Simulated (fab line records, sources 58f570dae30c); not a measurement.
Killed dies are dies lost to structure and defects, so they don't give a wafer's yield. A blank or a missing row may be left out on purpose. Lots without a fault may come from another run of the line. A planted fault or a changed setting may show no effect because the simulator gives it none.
Which tool did it? | flow berkeley_cmos170 | 14 lots, 42 wafers sampled, at 2 steps of a route of 331

WHAT THE GAUGES READ, wafer by wafer
UCB170_PVT_TW_MEAS_09. Usual: PVT_TW 514, standard deviation 3.6.
lot  | measured     | on            | PVT_TW      | flag
L102 | day 5 12:31  | film_metro-01 | 518 518 519 |
L104 | day 5 12:35  | film_metro-04 | 514 512 512 |
L103 | day 5 12:52  | film_metro-01 | 517 520 514 |
L105 | day 5 22:41  | film_metro-03 | 513 510 507 |
L107 | day 6 12:31  | film_metro-04 | 512 511 512 |
L108 | day 6 19:56  | film_metro-01 | 520 518 522 |
L114 | day 8 11:37  | film_metro-03 | 512 514 512 |
L116 | day 8 16:28  | film_metro-04 | 511 513 515 |
L121 | day 9 20:07  | film_metro-03 | 509 508 513 |
L120 | day 9 20:31  | film_metro-01 | 519 518 516 |
L122 | day 10 04:55 | film_metro-03 | 511 512 510 |
L123 | day 10 05:28 | film_metro-04 | 510 512 512 |
L124 | day 10 16:55 | film_metro-01 | 515 514 514 |
L125 | day 10 17:04 | film_metro-04 | 512 515 513 |

UCB170_NLDD_OVL_MEAS_07. Usual: NLDD_OVL -1 nm, standard deviation 4.7.
lot  | measured     | on         | NLDD_OVL (nm) | flag
L102 | day 6 05:42  | overlay-02 | -5 -1 -10     |
L104 | day 6 05:43  | overlay-01 | -4 -4 -3      |
L103 | day 6 06:19  | overlay-01 | 5 1 0         |
L105 | day 6 15:11  | overlay-02 | 6 6 7         |
L107 | day 7 04:38  | overlay-01 | -3 -8 -9      |
L108 | day 7 11:33  | overlay-02 | 1 1 2         |
L114 | day 9 01:04  | overlay-02 | -3 4 1        |
L116 | day 9 07:35  | overlay-02 | -7 -4 -5      |
L121 | day 10 13:38 | overlay-02 | 1 -5 4        |
L120 | day 10 13:22 | overlay-02 | -1 4 -1       |
L122 | day 10 20:44 | overlay-02 | -3 -7 -1      |
L123 | day 10 21:07 | overlay-01 | -5 -6 2       |
L124 | day 11 11:40 | overlay-01 | -1 3 -3       |
L125 | day 11 11:56 | overlay-02 | -9 -4 1       |

WHICH TOOL RAN EACH LOT (tool, then ch and the chambers of the sampled wafers, then the start)
The record holds no process step before these readings.

WHAT THE TOOLS THEMSELVES READ (means of the sampled wafers that have a number; where no wafer has one, the mark that the record gives instead)
The record holds no such reading with a usual standard deviation.

THE ANSWER, worked out from the rows above alone
Rule: a lot is off if the mean of its wafers that have a number lies more than 3 standard deviations from the usual mean. A lot without any number at a reading at which 4 lots or more have one is off too. The other lots that the step has rows for count as sound. The gauges are gone through in route order, then the tools' own readings, and for those a lot's mean is taken as printed above. The first step at which some lot is off is used, and at that step the reading that is off furthest; a lot without a number counts as furthest.
No lot is off at any reading shown: from this, nothing can be told.

WHAT THE SIMULATOR HAD PUT IN
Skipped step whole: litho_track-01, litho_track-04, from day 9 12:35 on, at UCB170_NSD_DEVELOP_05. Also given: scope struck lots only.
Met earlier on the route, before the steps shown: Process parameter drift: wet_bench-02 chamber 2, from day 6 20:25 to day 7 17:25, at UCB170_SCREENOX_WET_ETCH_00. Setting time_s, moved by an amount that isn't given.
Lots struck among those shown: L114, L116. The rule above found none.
